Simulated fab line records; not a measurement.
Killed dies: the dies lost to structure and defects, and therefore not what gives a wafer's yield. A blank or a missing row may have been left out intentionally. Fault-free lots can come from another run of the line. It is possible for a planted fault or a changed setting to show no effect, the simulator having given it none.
fab line records	flow ritCmos
record: lots: 6	wafers: 18	lastDay: 7
route steps=202 shown PRETRO@72 GATE@75 FOX2@80 REOX@98 NLDD@103 SDANNEAL@155 M1@202
lots that met no fault: from a run of the same line without faults
startH: hours from the record's opening day to when the first of the lot's shown wafers began	waitH: hours elapsed since this lot's preceding step	" the same as in the row above	L1.1+2: a row that stands for several wafers	- no value present, or no start provided	* or withheld: withheld	< > ~ a bound
route shown NAME@n: a module of which the file shows steps, and the number in the route of the first	usual: average and standard deviation across the fault-free wafers	same: alike in all rows	chamber/n: place in a boat	sites: per-site readings	_std_site: standard deviation across them	_edge_site: inner sites' mean taken away from outer sites' mean	radiusMm: for every site, how far away it sits from the centre of the wafer	mask NAME#n: copy n	behind: the most recent tool/chamber to have shaped the wafer	hold: what put the lot on hold/how long, in hours/how the hold closed	device: whichever transistor did not switch (one of n, p or np)	end of line: the tests these same wafers got at the end of their route	a step without rows: its recipe alone	killed: dies that structure and defects cost at the first sort, which is not the same as the wafer's yield	map: a wafer's dies, x killed, . not, _ none there
set.NAME: setting as actually run; set.NAME@STEP: the setting as run at that earlier step	model.NAME: the simulator's own value behind a step, which no gauge read
lots seen at some steps along the route; tables by step, rows by wafer
services: from which hour (startH, from the record's first day; less than 0 if before it) a tool's chamber was out of use, for how many hours, and why
== steps ==
step: RIT_PRETRO_IMPLANT_08
recipe: species: B	energyKev: 45	doseCm2: 1.221e+13	tiltDeg: 7
step: RIT_PRETRO_STRIP_09
recipe: chemistry: O2	timeS: 180	resist: NOVOLAK	platenTempC: withheld	powerW: 500	pressureMtorr: 4000	o2FlowSccm: 4000
usual: drypumpMotorCurrentA: 5.9/0.32
lot.wafer	tool	chamber	startH	waitH	drypumpMotorCurrentA	rfHoursCounterH
L841.1	plasmaAsher-02	1	36.39	0.1	6.0	40
L841.2	"	0	"	"	6.0	40
L841.4	"	0	"	"	6.0	-
L843.2	plasmaAsher-02	1	45.77	0.1	6.1	42
L843.3	"	1	"	"	6.1	-
L843.5	"	1	"	"	6.0	-
L853.1	plasmaAsher-02	1	97.73	0.1	6.1	48
L853.5	"	1	"	"	6.0	-
L853.6	"	0	"	"	6.0	-
L854.1	plasmaAsher-01	0	100.86	0.1	6.2	43
L854.5	"	1	"	"	5.2	-
L854.6	"	0	"	"	6.2	-
L859.1	plasmaAsher-01	0	126.57	0.1	6.2	1
L859.2	"	1	"	"	5.2	1
L859.4	"	1	"	"	5.2	-
L861.2	plasmaAsher-02	1	136.14	0.1	6.1	52
L861.4	"	0	"	"	6.0	-
L861.5	"	0	"	"	6.0	-
step: RIT_PRETRO_TW_MEAS_10
usual: PRETRO_TW: 480/4.2
lot.wafer	tool	chamber	startH	waitH	PRETRO_TW
L841.1	filmMetro-04	-	36.57	0.1	483
L841.2	"	-	"	"	482
L841.4	"	-	"	"	484
L843.2	filmMetro-02	-	45.95	0.1	475
L843.3	"	-	"	"	476
L843.5	"	-	"	"	473
L853.1	filmMetro-02	-	97.91	0.1	476
L853.5	"	-	"	"	470
L853.6	"	-	"	"	472
L854.1	filmMetro-04	-	101.04	0.1	486
L854.5	"	-	"	"	485
L854.6	"	-	"	"	486
L859.1	filmMetro-04	-	126.75	0.1	483
L859.2	"	-	"	"	484
L859.4	"	-	"	"	481
L861.2	filmMetro-03	-	136.33	0.1	480
L861.4	"	-	"	"	482
L861.5	"	-	"	"	479
step: RIT_GATE_WET_ETCH_00
recipe: chemistry: BOE	target: SiO2	targetDepthNm: 56	timeS: 60	dry: n2Spin	dilution: 10:1	tempC: 21.5
step: RIT_GATE_CLEAN_01
recipe: chemistry: SC1	mix: 3:3:50	timeS: 600	tempC: 75
step: RIT_GATE_CLEAN_02
recipe: chemistry: dHF	dilution: 50:1	timeS: 30
step: RIT_GATE_CLEAN_03
recipe: chemistry: SC2	mix: 3:3:50	timeS: 600	tempC: 75	dry: n2Spin
step: RIT_GATE_CLEAN_04
recipe: chemistry: dHF	dilution: 50:1	timeS: 60	dry: n2Spin
step: RIT_FOX2_THK_MEAS_91
recipe: reads: SiO2_of_FOX2_OXIDATION_00
usual: FIELD_OXIDE_LEFT_2_THK: 266/5.7
lot.wafer	tool	chamber	startH	waitH	FIELD_OXIDE_LEFT_2_THK[nm]
L841.1	filmMetro-04	-	37.25	0.0	261
L841.2	"	-	"	"	261
L841.4	"	-	"	"	263
L843.2	filmMetro-02	-	46.49	0.0	269
L843.3	"	-	"	"	266
L843.5	"	-	"	"	272
L853.1	filmMetro-04	-	98.40	0.0	274
L853.5	"	-	"	"	270
L853.6	"	-	"	"	266
L854.1	filmMetro-01	-	101.53	0.0	269
L854.5	"	-	"	"	269
L854.6	"	-	"	"	267
L859.1	filmMetro-02	-	127.24	0.0	261
L859.2	"	-	"	"	258
L859.4	"	-	"	"	263
L861.2	filmMetro-04	-	136.84	0.0	269
L861.4	"	-	"	"	267
L861.5	"	-	"	"	273
step: RIT_GATE_OXIDATION_05
recipe: tempC: 900	ambient: O2	targetThkA: 30	oxTimeS: 270
step: RIT_GATE_ANNEAL_06
recipe: tempC: 900	timeS: 600	ambient: N2O
step: RIT_GATE_THK_MEAS_07
recipe: reads: SiO2_of_GATE_OXIDATION_05
usual: GATE_OXIDE_THK: 3.01/0.066
lot.wafer	tool	chamber	startH	waitH	GATE_OXIDE_THK[nm]
L841.1	filmMetro-02	-	39.72	0.0	2.92
L841.2	"	-	"	"	3.05
L841.4	"	-	"	"	2.98
L843.2	filmMetro-04	-	47.88	0.0	2.93
L843.3	"	-	"	"	2.89
L843.5	"	-	"	"	3.02
L853.1	filmMetro-04	-	104.43	0.0	3.09
L853.5	"	-	"	"	3.12
L853.6	"	-	"	"	3.12
L854.1	filmMetro-02	-	104.43	0.0	3.10
L854.5	"	-	"	"	3.07
L854.6	"	-	"	"	3.11
L859.1	filmMetro-04	-	128.63	0.0	2.95
L859.2	"	-	"	"	2.94
L859.4	"	-	"	"	3.03
L861.2	filmMetro-04	-	138.22	0.0	2.88
L861.4	"	-	"	"	2.97
L861.5	"	-	"	"	2.94
step: RIT_GATE_CVD_08
recipe: material: poly-Si	targetThkNm: 250	tempC: 610	precursor: SiH4	timeS: 2220	pressureMtorr: 300	sih4FlowSccm: 100
usual: pressureMtorr: 299.9/0.68	sih4FlowSccm: 100.0/0.3
lot.wafer	tool	chamber	startH	waitH	pressureMtorr	sih4FlowSccm	model.poly-Si_of_GATE_CVD_08.thkNm
L841.1	lpcvd-01	1	39.78	0.1	299.1	100.0	252.2
L841.2	"	1	"	"	298.7	99.7	251.6
L841.4	"	1	"	"	299.2	100.3	252.4
L843.2	lpcvd-02	1	47.93	0.0	300.6	100.4	250.1
L843.3	"	1	"	"	300.0	100.2	250.5
L843.5	"	1	"	"	300.6	100.2	250.3
L853.1	lpcvd-01	1	104.49	0.1	299.4	80.1	205.3
L853.5	"	1	"	"	300.9	79.8	202.5
L853.6	"	1	"	"	300.2	79.7	203.1
L854.1	lpcvd-01	1	104.49	0.1	299.1	79.4	203.1
L854.5	"	1	"	"	299.4	79.7	203.2
L854.6	"	1	"	"	299.5	79.7	202.4
L859.1	lpcvd-02	0	128.69	0.1	299.0	100.1	246.3
L859.2	"	0	"	"	299.6	99.9	247.4
L859.4	"	0	"	"	299.9	100.0	248
L861.2	lpcvd-02	0	138.27	0.0	299.7	99.8	254.5
L861.4	"	0	"	"	299.5	99.9	254.9
L861.5	"	0	"	"	299.7	100.1	252.4
step: RIT_GATE_THK_MEAS_09
recipe: reads: poly-Si_of_GATE_CVD_08
usual: GATE_POLY_THK: 250.8/2.4
lot.wafer	tool	chamber	startH	waitH	GATE_POLY_THK[nm]
L841.1	filmMetro-02	-	41.40	0.0	252.3
L841.2	"	-	"	"	251.5
L841.4	"	-	"	"	252.5
L843.2	filmMetro-01	-	49.55	0.0	250.1
L843.3	"	-	"	"	250.6
L843.5	"	-	"	"	250.4
L853.1	filmMetro-01	-	106.10	0.0	205.3
L853.5	"	-	"	"	202.6
L853.6	"	-	"	"	203.1
L854.1	filmMetro-02	-	106.10	0.0	203.0
L854.5	"	-	"	"	203.4
L854.6	"	-	"	"	202.3
L859.1	filmMetro-04	-	130.31	0.0	246.4
L859.2	"	-	"	"	247.4
L859.4	"	-	"	"	248.2
L861.2	filmMetro-01	-	139.90	0.0	254.5
L861.4	"	-	"	"	254.9
L861.5	"	-	"	"	252.2
step: RIT_GATE_HMDS_10
recipe: primeTimeS: 60	primeTempC: 140
step: RIT_GATE_COAT_11
recipe: resist: NOVOLAK	spinRpm: 4250	resistThkNm: 850
step: RIT_GATE_SOFTBAKE_12
recipe: resist: NOVOLAK	tempC: 90	timeS: 58.29
step: RIT_GATE_EXPOSE_13
recipe: maskId: M6	na: 0.6	sourceShape: conventional	sigmaOuter: 0.6	targetCdNm: 150	doseMj: 380
step: RIT_GATE_PEB_14
recipe: resist: NOVOLAK	tempC: withheld	timeS: withheld
step: RIT_GATE_DEVELOP_15
recipe: resist: NOVOLAK	developTimeS: 48.97	devTempC: 23
step: RIT_GATE_CD_MEAS_16
recipe: targetCdNm: 150
usual: cdNm: 148.7/2.5
lot.wafer	tool	chamber	startH	waitH	cdNm
L841.1	cdSem-01	-	42.47	-	150.2
L841.2	"	-	"	"	147.5
L841.4	"	-	"	"	151.5
L843.2	cdSem-02	-	50.58	-	148.2
L843.3	"	-	"	"	146.3
L843.5	"	-	"	"	146.8
L854.1	cdSem-01	-	107.01	-	147.7
L854.5	"	-	"	"	148.3
L854.6	"	-	"	"	146.3
L853.1	cdSem-01	-	107.44	-	148.8
L853.5	"	-	"	"	148.2
L853.6	"	-	"	"	148.5
L859.1	cdSem-01	-	131.22	-	149.2
L859.2	"	-	"	"	147.5
L859.4	"	-	"	"	149.4
L861.2	cdSem-02	-	140.94	-	147.4
L861.4	"	-	"	"	146.3
L861.5	"	-	"	"	148.2
step: RIT_GATE_OVL_MEAS_17
usual: GATE_OVL: -0.5/1.6
lot.wafer	tool	chamber	startH	waitH	GATE_OVL[nm]
L841.1	overlay-02	-	42.59	0.1	-1.6
L841.2	"	-	"	"	0.0
L841.4	"	-	"	"	0.1
L843.2	overlay-01	-	50.69	0.1	-0.3
L843.3	"	-	"	"	2.0
L843.5	"	-	"	"	0.2
L854.1	overlay-02	-	107.13	0.1	-2.0
L854.5	"	-	"	"	0.7
L854.6	"	-	"	"	-2.4
L853.1	overlay-02	-	107.56	0.1	2.0
L853.5	"	-	"	"	1.5
L853.6	"	-	"	"	2.4
L859.1	overlay-02	-	131.34	0.1	-2.2
L859.2	"	-	"	"	-2.0
L859.4	"	-	"	"	-1.9
L861.2	overlay-01	-	141.05	0.1	-2.0
L861.4	"	-	"	"	-2.2
L861.5	"	-	"	"	-1.4
step: RIT_GATE_HARDBAKE_18
recipe: resist: NOVOLAK	tempC: 140	timeS: 60
step: RIT_GATE_ETCH_19
recipe: chemistry: SF6/CHF3/O2	timeS: 165	SF6_flow_sccm: 30	CHF3_flow_sccm: 30	O2_flow_sccm: 5	target: poly-Si	pressureMtorr: 40	rfW: 160	targetDepthA: 3125	overEtchFrac: 0.25	stopOn: SiO2
usual: drypumpMotorCurrentA: 5.8/0.47	oesProductAu: 0.850/0.013	throttleValvePct: 10.29/0.19
lot.wafer	tool	chamber	startH	waitH	drypumpMotorCurrentA	oesProductAu	rfHoursCounterH	throttleValvePct	model.etch.depthNm	model.GATE.featureDepthNm
L841.1	rieSi-02	2	42.78	0.1	5.4	0.857	28	10.27	252.2	252.2
L841.2	"	1	"	"	5.3	0.855	26	9.98	251.6	251.6
L841.4	"	3	"	"	6.1	0.859	145	10.46	252.4	252.4
L843.2	rieSi-02	2	50.87	0.1	5.4	0.858	28	10.28	250.1	250.1
L843.3	"	1	"	"	5.3	0.854	26	10.00	250.5	250.5
L843.5	"	2	"	"	5.5	0.847	-	10.27	250.3	250.3
L854.1	rieSi-02	1	107.35	0.1	5.3	0.735	27	9.98	203.1	203.1
L854.5	"	3	"	"	6.2	0.755	-	10.45	203.2	203.2
L854.6	"	2	"	"	5.4	0.749	-	10.27	202.4	202.4
L853.1	rieSi-01	3	107.74	0.1	6.4	0.748	23	10.55	205.3	205.3
L853.5	"	1	"	"	5.9	0.745	-	10.24	202.5	202.5
L853.6	"	0	"	"	6.7	0.754	-	10.29	203.1	203.1
L859.1	rieSi-02	3	131.52	0.1	6.1	0.846	146	10.47	246.3	246.3
L859.2	"	2	"	"	5.4	0.845	28	10.29	247.4	247.4
L859.4	"	1	"	"	5.3	0.847	27	9.98	248	248
L861.2	rieSi-02	1	141.26	0.1	5.3	0.868	27	9.97	254.5	254.5
L861.4	"	2	"	"	5.5	0.872	-	10.27	254.9	254.9
L861.5	"	0	"	"	5.7	0.841	-	10.08	252.4	252.4
step: RIT_GATE_STRIP_20
recipe: chemistry: O2	timeS: 180	resist: NOVOLAK	platenTempC: withheld	powerW: 500	pressureMtorr: 4000	o2FlowSccm: 4000
usual: drypumpMotorCurrentA: 5.8/0.44
lot.wafer	tool	chamber	startH	waitH	drypumpMotorCurrentA	rfHoursCounterH
L841.1	plasmaAsher-03	0	42.89	0.1	6.1	27
L841.2	"	1	"	"	5.7	27
L841.4	"	0	"	"	6.1	-
L843.2	plasmaAsher-01	1	50.97	0.1	5.2	38
L843.3	"	0	"	"	6.2	-
L843.5	"	1	"	"	5.3	-
L854.1	plasmaAsher-04	1	107.45	0.1	5.3	46
L854.5	"	0	"	"	6.2	-
L854.6	"	1	"	"	5.3	-
L853.1	plasmaAsher-01	0	107.85	0.1	6.2	43
L853.5	"	1	"	"	5.2	-
L853.6	"	0	"	"	6.2	-
L859.1	plasmaAsher-01	1	131.63	0.1	5.2	2
L859.2	"	0	"	"	6.2	2
L859.4	"	1	"	"	5.2	-
L861.2	plasmaAsher-04	1	141.37	0.1	5.3	50
L861.4	"	1	"	"	5.3	-
L861.5	"	1	"	"	5.3	-
step: RIT_GATE_CD_MEAS_90
recipe: targetCdNm: 150
usual: cdNm: 148.7/2.5
lot.wafer	tool	chamber	startH	waitH	cdNm
L841.1	cdSem-01	-	43.06	0.1	150.1
L841.2	"	-	"	"	147.2
L841.4	"	-	"	"	151.2
L843.2	cdSem-02	-	51.17	0.1	148.7
L843.3	"	-	"	"	146.3
L843.5	"	-	"	"	147.1
L854.1	cdSem-01	-	107.63	0.1	147.3
L854.5	"	-	"	"	148.7
L854.6	"	-	"	"	146.2
L853.1	cdSem-01	-	108.03	0.1	149.0
L853.5	"	-	"	"	148.4
L853.6	"	-	"	"	148.5
L859.1	cdSem-01	-	131.80	0.1	149.3
L859.2	"	-	"	"	147.0
L859.4	"	-	"	"	149.0
L861.2	cdSem-01	-	141.56	0.1	147.7
L861.4	"	-	"	"	145.9
L861.5	"	-	"	"	147.9
step: RIT_REOX_CLEAN_00
recipe: chemistry: SC1	mix: 3:3:50	timeS: 600	tempC: 75
step: RIT_REOX_CLEAN_01
recipe: chemistry: dHF	dilution: 50:1	timeS: 30
step: RIT_REOX_CLEAN_02
recipe: chemistry: SC2	mix: 3:3:50	timeS: 600	tempC: 75	dry: n2Spin
step: RIT_REOX_OXIDATION_03
recipe: tempC: 900	ambient: O2	targetThkA: 252	oxTimeS: 5580
step: RIT_REOX_THK_MEAS_04
recipe: reads: SiO2_of_REOX_OXIDATION_03
usual: REOX_OXIDE_THK: 25.1/0.47
lot.wafer	tool	chamber	startH	waitH	REOX_OXIDE_THK[nm]
L841.1	filmMetro-03	-	46.10	0.0	25.8
L841.2	"	-	"	"	25.7
L841.4	"	-	"	"	25.5
L843.2	filmMetro-03	-	54.38	0.0	25.3
L843.3	"	-	"	"	25.6
L843.5	"	-	"	"	25.3
L854.1	filmMetro-03	-	110.93	0.0	25.2
L854.5	"	-	"	"	25.0
L854.6	"	-	"	"	24.8
L853.1	filmMetro-01	-	111.07	0.0	24.8
L853.5	"	-	"	"	24.9
L853.6	"	-	"	"	25.4
L859.1	filmMetro-04	-	134.84	0.0	25.1
L859.2	"	-	"	"	24.8
L859.4	"	-	"	"	25.3
L861.2	filmMetro-03	-	144.79	0.0	25.0
L861.4	"	-	"	"	25.4
L861.5	"	-	"	"	24.8
step: RIT_NLDD_HMDS_00
recipe: primeTimeS: 60	primeTempC: 140
step: RIT_NLDD_COAT_01
recipe: resist: NOVOLAK	spinRpm: 3250	resistThkNm: 1000
step: RIT_NLDD_SOFTBAKE_02
recipe: resist: NOVOLAK	tempC: 90	timeS: 60
step: RIT_NLDD_EXPOSE_03
recipe: maskId: M7	na: 0.57	targetCdNm: 40700	doseMj: 250
step: RIT_NLDD_PEB_04
recipe: resist: NOVOLAK	tempC: withheld	timeS: withheld
step: RIT_NLDD_DEVELOP_05
recipe: resist: NOVOLAK	developTimeS: 50	devTempC: 23
step: RIT_NLDD_OVL_MEAS_06
usual: NLDD_OVL: 0.4/1.3
lot.wafer	tool	chamber	startH	waitH	NLDD_OVL[nm]
L841.1	overlay-02	-	47.13	-	-0.3
L841.2	"	-	"	"	0.7
L841.4	"	-	"	"	0.9
L843.2	overlay-02	-	55.29	-	1.2
L843.3	"	-	"	"	3.1
L843.5	"	-	"	"	1.7
L854.1	overlay-01	-	111.84	-	2.2
L854.5	"	-	"	"	1.5
L854.6	"	-	"	"	-0.4
L853.1	overlay-02	-	112.10	-	-1.6
L853.5	"	-	"	"	-2.3
L853.6	"	-	"	"	-3.6
L859.1	overlay-01	-	135.75	-	0.2
L859.2	"	-	"	"	2.0
L859.4	"	-	"	"	1.6
L861.2	overlay-01	-	145.70	-	-1.2
L861.4	"	-	"	"	-0.8
L861.5	"	-	"	"	-0.5
step: RIT_NLDD_HARDBAKE_07
recipe: resist: NOVOLAK	tempC: 140	timeS: 60
step: RIT_NLDD_IMPLANT_08
recipe: species: P	energyKev: 20.21	doseCm2: 5e+14	tiltDeg: 7
step: RIT_NLDD_STRIP_09
recipe: chemistry: O2	timeS: 180	resist: NOVOLAK	platenTempC: withheld	powerW: 500	pressureMtorr: 4000	o2FlowSccm: 4000
usual: drypumpMotorCurrentA: 5.9/0.37
lot.wafer	tool	chamber	startH	waitH	drypumpMotorCurrentA	rfHoursCounterH
L841.1	plasmaAsher-02	1	47.47	0.1	6.1	42
L841.2	"	0	"	"	6.0	42
L841.4	"	1	"	"	6.0	-
L843.2	plasmaAsher-04	1	55.62	0.1	5.3	41
L843.3	"	0	"	"	6.3	-
L843.5	"	0	"	"	6.3	-
L854.1	plasmaAsher-03	1	112.17	0.1	5.7	35
L854.5	"	0	"	"	6.1	-
L854.6	"	1	"	"	5.7	-
L853.1	plasmaAsher-04	1	112.44	0.1	5.3	47
L853.5	"	1	"	"	5.3	-
L853.6	"	0	"	"	6.3	-
L859.1	plasmaAsher-04	1	136.29	0.1	5.3	50
L859.2	"	0	"	"	6.3	50
L859.4	"	0	"	"	6.3	-
L861.2	plasmaAsher-04	1	146.03	0.1	5.3	51
L861.4	"	0	"	"	6.3	-
L861.5	"	0	"	"	6.3	-
step: RIT_NLDD_TW_MEAS_10
usual: NLDD_TW: 2502/16
lot.wafer	tool	chamber	startH	waitH	NLDD_TW
L841.1	filmMetro-03	-	47.64	0.1	2499
L841.2	"	-	"	"	2513
L841.4	"	-	"	"	2516
L843.2	filmMetro-03	-	55.80	0.1	2534
L843.3	"	-	"	"	2524
L843.5	"	-	"	"	2517
L854.1	filmMetro-03	-	112.35	0.1	2503
L854.5	"	-	"	"	2518
L854.6	"	-	"	"	2509
L853.1	filmMetro-01	-	112.61	0.1	2494
L853.5	"	-	"	"	2485
L853.6	"	-	"	"	2508
L859.1	filmMetro-02	-	136.47	0.1	2499
L859.2	"	-	"	"	2488
L859.4	"	-	"	"	2511
L861.2	filmMetro-01	-	146.21	0.1	2503
L861.4	"	-	"	"	2495
L861.5	"	-	"	"	2499
step: RIT_SDANNEAL_CLEAN_02
recipe: chemistry: SC2	mix: 3:3:50	timeS: 600	tempC: 75	dry: n2Spin
usual: bathHeatDutyPct: 15.6/1.2
lot.wafer	tool	chamber	startH	waitH	bathHeatDutyPct	model.poly-Si_of_GATE_CVD_08.thkNm
L841.1	wetBench-02	2	54.75	0.0	15.7	165.1
L841.2	"	2	"	"	14.9	163.2
L841.4	"	2	"	"	15.2	166.4
L843.2	wetBench-02	3	63.21	0.0	14.5	163.2
L843.3	"	3	"	"	16.0	165
L843.5	"	3	"	"	15.9	164.4
L854.1	wetBench-03	2	119.73	0.0	17.8	116.1
L854.5	"	2	"	"	17.8	116.4
L854.6	"	2	"	"	17.3	116.3
L853.1	wetBench-01	1	120.66	0.0	17.2	118
L853.5	"	1	"	"	17.6	115.5
L853.6	"	1	"	"	15.4	115.6
L859.1	wetBench-01	3	143.74	0.0	14.8	158.9
L859.2	"	3	"	"	14.3	160.3
L859.4	"	3	"	"	15.8	159.4
L861.2	wetBench-03	1	153.62	0.0	14.0	169.1
L861.4	"	1	"	"	13.8	167.9
L861.5	"	1	"	"	14.8	166.6
step: RIT_M1_PROBE_99
usual: killedAtFrontEnd: 6.3/2.8	killedDies: 6.4/2.8	killedOpen: 3.3/1.7	killedShort: 3.1/1.9
same: grossDies: 264	killed_at_M0_to_M3: 0	killed_at_M4_up: 0	killedAtBackSide: 0	killedAtContacts: 0	killedAtOther: 0
lot.wafer	tool	chamber	startH	waitH	killedAtFrontEnd	killedDies	killedOpen	killedShort	model.etest.pmosTurned.rOnOhmUm	model.etest.nmosTurned.driveUaUm	model.etest.nmos_0p3.rOnOhmUm	model.etest.pmosTurned.driveUaUm	model.etest.nmos_0p3.driveUaUm	model.etest.ppolyLine.rsOhmSq	model.etest.nmos_0p15.toxInvNm	model.etest.nmos_0p15.overlapFfUm
L841.1	prober-02	-	63.44	0.1	8	8	4	4	3562	307.2	2181	181.2	224	16.74	4.495	0.2363
L841.2	prober-02	-	63.49	0.1	6	6	4	2	3461	312.4	2173	185.3	225.8	16.67	4.406	0.2385
L841.4	prober-02	-	63.59	0.2	7	7	4	3	3512	310.4	2166	184.4	222.2	16.34	4.506	0.2393
L843.2	prober-02	-	71.02	0.1	8	8	3	5	3399	329.3	2126	192.6	230.2	16.54	4.418	0.2472
L843.3	prober-02	-	71.07	0.2	7	7	4	3	3303	333.9	2075	194.3	235.4	16.47	4.452	0.2448
L843.5	prober-02	-	71.17	0.2	7	7	5	2	3342	331.1	2108	193.6	228.1	16.55	4.51	0.2475
L854.1	prober-02	-	128.67	0.1	4	4	4	0	3183	384.6	2139	213.3	225.7	16.84	4.36	0.2527
L854.5	prober-02	-	128.87	0.2	9	9	5	4	3045	393.1	2109	226	229.3	16.81	4.324	0.2574
L854.6	prober-02	-	128.92	0.2	6	6	3	3	3082	392.5	2108	221.6	229.2	16.94	4.344	0.2568
L853.1	prober-01	-	128.68	0.1	7	7	4	3	3136	389.3	2163	217.6	223.3	16.86	4.385	0.2587
L853.5	prober-01	-	128.88	0.2	4	4	2	2	3097	393.9	2158	219.5	221.7	17.15	4.372	0.2606
L853.6	prober-01	-	128.93	0.2	10	10	5	5	3170	385.7	2169	214.9	222.1	16.77	4.351	0.2548
L859.1	prober-02	-	151.42	0.1	0	0	0	0	3421	347.5	2148	195.3	229.3	16.34	4.385	0.2561
L859.2	prober-02	-	151.47	0.1	6	6	3	3	3314	359.1	2137	201.7	229.4	16.37	4.382	0.2571
L859.4	prober-02	-	151.57	0.2	4	4	2	2	3480	338.1	2180	188	225.3	16.76	4.379	0.2503
L861.2	prober-02	-	161.43	0.1	2	2	2	0	3374	345.3	2042	193.3	239	16.71	4.376	0.2542
L861.4	prober-02	-	161.53	0.2	6	6	3	3	3566	329.6	2127	180.2	232.4	16.59	4.396	0.2469
L861.5	prober-02	-	161.58	0.2	4	4	3	1	3395	339.1	2109	192.7	227.7	16.86	4.485	0.2501
killed by level:class
L841.1 GATE:geometricParticle:open=2 GATE:geometricParticle:short=2 SPACER:geometricParticle:open=2 SPACER:geometricParticle:short=1 SILICIDE:geometricParticle:short=1
L841.2 GATE:geometricParticle:open=3 GATE:geometricParticle:short=1 SPACER:geometricParticle:open=1 SPACER:geometricParticle:short=1
L841.4 GATE:geometricParticle:open=2 FOX1:geometricParticle:open=1 GATE:geometricParticle:short=1 REOX:geometricParticle:short=1 SPACER:geometricParticle:open=1 SPACER:geometricParticle:short=1
L843.2 GATE:geometricParticle:short=2 GATE:geometricParticle:open=2 FOX1:geometricParticle:short=1 REOX:geometricParticle:short=1 SILICIDE:geometricParticle:short=1 SILICIDE:geometricParticle:open=1
L843.3 GATE:geometricParticle:short=2 SPACER:geometricParticle:open=2 FOX1:geometricParticle:open=1 GATE:geometricParticle:open=1 SPACER:geometricParticle:short=1
L843.5 GATE:geometricParticle:open=3 FOX2:geometricParticle:short=1 SPACER:geometricParticle:open=1 SILICIDE:geometricParticle:open=1 SILICIDE:geometricParticle:short=1
L854.1 SPACER:geometricParticle:open=3 GATE:geometricParticle:open=1
L853.1 FOX1:geometricParticle:short=2 REOX:geometricParticle:open=2 GATE:geometricParticle:short=1 GATE:geometricParticle:open=1 SPACER:geometricParticle:open=1
L854.5 GATE:geometricParticle:short=2 GATE:geometricParticle:open=2 REOX:geometricParticle:open=2 FOX1:geometricParticle:open=1 FOX1:geometricParticle:short=1 FOX2:geometricParticle:short=1
L853.5 SILICIDE:geometricParticle:short=2 SILICIDE:geometricParticle:open=2
L854.6 GATE:geometricParticle:short=2 SPACER:geometricParticle:open=2 FOX1:geometricParticle:short=1 REOX:geometricParticle:open=1
L853.6 FOX1:geometricParticle:short=2 GATE:geometricParticle:open=2 SILICIDE:geometricParticle:short=2 SILICIDE:geometricParticle:open=2 FOX1:geometricParticle:open=1 GATE:geometricParticle:short=1
L859.2 FOX1:geometricParticle:short=1 FOX1:geometricParticle:open=1 REOX:geometricParticle:open=1 SPACER:geometricParticle:short=1 SILICIDE:geometricParticle:open=1 SILICIDE:geometricParticle:short=1
L859.4 REOX:geometricParticle:short=2 FOX2:geometricParticle:open=1 GATE:geometricParticle:open=1
L861.2 SPACER:geometricParticle:open=2
L861.4 SPACER:geometricParticle:short=2 ACTIVE:geometricParticle:open=1 GATE:geometricParticle:short=1 REOX:geometricParticle:open=1 SILICIDE:geometricParticle:open=1
L861.5 FOX1:geometricParticle:open=1 GATE:geometricParticle:short=1 GATE:geometricParticle:open=1 SPACER:geometricParticle:open=1
== services ==
tool	chamber	startH	hours	kind
plasmaAsher-04	-	40.20	13.1	repair
plasmaAsher-03	-	71.77	2.8	pm
plasmaAsher-04	-	83.19	3.2	repair
plasmaAsher-01	-	108.75	9.0	pm
plasmaAsher-01	0	108.75	9.0	ventCycle
plasmaAsher-01	1	108.75	9.0	ventCycle
plasmaAsher-01	0	117.75	-	clean
plasmaAsher-01	1	117.75	-	clean
rieSi-02	2	122.05	1.1	repair
rieSi-01	3	122.60	12.7	repair
rieSi-02	3	132.47	-	clean
rieSi-02	3	132.47	24.4	scheduledDown
rieSi-02	3	132.47	24.4	ventCycle
plasmaAsher-04	-	139.44	1.2	repair
plasmaAsher-02	-	152.50	10.0	pm
== key ==
firstSign: step: RIT_GATE_CVD_08	reading: sih4FlowSccm	direction: down	sigmas: 67	usual: 100.0	struck: 79.7
effect: step: RIT_GATE_THK_MEAS_09	reading: GATE_POLY_THK	direction: down	sigmas: 20	usual: 250.8	struck: 203.3
effect: step: RIT_GATE_ETCH_19	reading: oesProductAu	direction: down	sigmas: 7.9	usual: 0.850	struck: 0.748	through: controlLoop
modelEffect: step: RIT_GATE_CVD_08	value: poly-Si_of_GATE_CVD_08.thkNm	without: 253.3	struck: 203.3
modelEffect: step: RIT_GATE_ETCH_19	value: etch.depthNm	without: 253.3	struck: 203.3
modelEffect: step: RIT_SDANNEAL_CLEAN_02	value: poly-Si_of_GATE_CVD_08.thkNm	without: 166.3	struck: 116.3
modelEffect: step: RIT_M1_PROBE_99	value: etest.pmosTurned.rOnOhmUm	without: 3425	struck: 3119
metAt RIT_GATE_CVD_08
struckWafers L853.1,L853.5,L853.6,L854.1,L854.5,L854.6
testerLeftOut L853,L854
loopTrim: step: RIT_GATE_EXPOSE_13	setting: dose	lots: L854
onsetBetween 39.78 104.49
earlierFault: kind: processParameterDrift	tool: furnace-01	chamber: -	onsetH: 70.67	steps: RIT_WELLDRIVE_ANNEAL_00	channel: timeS	offset: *	shape: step	endH: 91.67	actsIn: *	stated: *
fault: kind: processParameterDrift	tool: lpcvd-01	chamber: 1	onsetH: 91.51	steps: RIT_GATE_CVD_08	channel: sih4FlowSccm	offset: -20	shape: step	endH: 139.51	stated: 100
testerLeftOut: of these lots the tester's yield and bins aren't shown, on N5 and GAA mostly nor the transistor test; their killed dies are dies lost to structure and defects alone, not to doping, threshold or leakage, so they don't give the yield
loopTrim: a control loop set the setting to another value than it would have without faults
